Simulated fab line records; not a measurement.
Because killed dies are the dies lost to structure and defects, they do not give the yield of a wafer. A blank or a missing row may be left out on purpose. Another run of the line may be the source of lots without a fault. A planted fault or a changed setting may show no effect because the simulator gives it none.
Which tool is to blame? ; flow berkeley cmos170 ; 14 lots with 42 wafers sampled at 2 steps, on a route of 331 steps

WHAT THE GAUGES READ, wafer by wafer
UCB170_PWELL_TW_MEAS_17. Usual: PWELL_TW typically reads 376, with standard deviation 4.2.
lot;measured;on;PWELL_TW;flag
L880;day 3 12:06;film metro-03;373 372 371;
L883;day 3 22:18;film metro-03;372 373 370;
L882;day 3 22:28;film metro-04;380 381 380;
L887;day 4 18:06;film metro-04;379 381 381;
L886;day 4 18:43;film metro-01;376 373 374;
L889;day 5 04:21;film metro-04;381 383 380;
L888;day 5 04:27;film metro-01;373 375 375;
L891;day 5 12:53;film metro-03;373 370 372;
L895;day 6 13:32;film metro-01;313 315 314;OFF
L894;day 6 13:47;film metro-03;369 373 369;
L898;day 7 04:40;film metro-01;313 308 311;OFF
L899;day 7 15:23;film metro-03;374 374 373;
L900;day 7 15:39;film metro-01;374 374 374;
L902;day 8 00:11;film metro-04;381 380 379;

WHAT TOOL EACH LOT RAN ON (gives the tool, then ch and the chambers of the sampled wafers, and finally the start)
lot;UCB170_PWELL_IMPLANT_15
L880;implanter-02 ch 0, day 3 11:51
L883;implanter-01 ch 0, day 3 22:01
L882;implanter-02 ch 0, day 3 22:13
L887;implanter-02 ch 0, day 4 17:51
L886;implanter-04 ch 0, day 4 18:29
L889;implanter-01 ch 0, day 5 04:07
L888;implanter-02 ch 0, day 5 04:12
L891;implanter-01 ch 0, day 5 12:39
L895;implanter-02 ch 0, day 6 13:19
L894;implanter-04 ch 0, day 6 13:34
L898;implanter-02 ch 0, day 7 04:27
L899;implanter-01 ch 0, day 7 15:09
L900;implanter-04 ch 0, day 7 15:24
L902;implanter-04 ch 0, day 7 23:56
- UCB170_PWELL_IMPLANT_15

AS READ BY THE TOOLS THEMSELVES (means over the sampled wafers that have a number; for cases with no such wafer, the mark the record gives instead)
UCB170_PWELL_IMPLANT_15. Usual: beam energy keV 58.933, standard deviation 0.018; dose ions cm2 5e+12, standard deviation 4.2e+09; faraday current uA 15.9, standard deviation 0.32.
lot;tool;beam energy keV;dose ions cm2;faraday current uA;flag
L880;implanter-02;58.937;5e+12;15.9;
L883;implanter-01;58.923;5e+12;16.0;
L882;implanter-02;58.912;5e+12;16.0;
L887;implanter-02;58.951;5e+12;15.9;
L886;implanter-04;58.941;5e+12;15.8;
L889;implanter-01;58.959;5e+12;15.7;
L888;implanter-02;58.922;5e+12;15.8;
L891;implanter-01;58.942;5e+12;16.0;
L895;implanter-02;58.931;3e+12;8.7;OFF
L894;implanter-04;58.935;5e+12;15.8;
L898;implanter-02;58.924;3e+12;8.5;OFF
L899;implanter-01;58.931;5e+12;15.9;
L900;implanter-04;58.923;5e+12;15.9;
L902;implanter-04;58.917;5e+12;16.0;

THE ANSWER, worked out from the rows above alone
Rule: take the mean of a lot's wafers that have a number; if it is more than 3 standard deviations from the usual mean, the lot is off. A lot without any number at a reading at which 4 lots or more have one is off too. Any other lot the step has rows for is counted as sound. First the gauges in route order, then the tools' own readings, where a lot's mean is used as printed above. At the first step where some lot is off, the reading lying furthest off is the one used; lots without a number count as furthest.
Off: L895, L898, seen at UCB170_PWELL_TW_MEAS_17 (PWELL_TW).
A tool fits if, at a process step before that reading, it ran every lot that is off, and no sound lot after the first of them. Not tried: the gauges at UCB170_PWELL_TW_MEAS_17; whatever is off there is also off at UCB170_PWELL_IMPLANT_15, on other tools, and gauge error can't account for it. One fits: implanter-02 at UCB170_PWELL_IMPLANT_15. A fault onset in the window from L888 (day 5 04:12, its last sound lot) to L895 (day 6 13:19, its first lot off) fits.
The tool's own readings at UCB170_PWELL_IMPLANT_15 bear it out: on the lots that are off they differ by more than 5 times the standard deviation of the sound lots' means. dose ions cm2 reads 3e+12 there against 5e+12 on the sound lots; faraday current uA reads 8.6 there against 15.9 on the sound lots.

WHAT THE SIMULATOR PUT IN
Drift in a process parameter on implanter-02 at UCB170_PWELL_IMPLANT_15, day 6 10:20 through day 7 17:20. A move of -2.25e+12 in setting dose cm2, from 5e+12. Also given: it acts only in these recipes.
Lots struck among those shown: L895, L898. This agrees with what the rule above found.
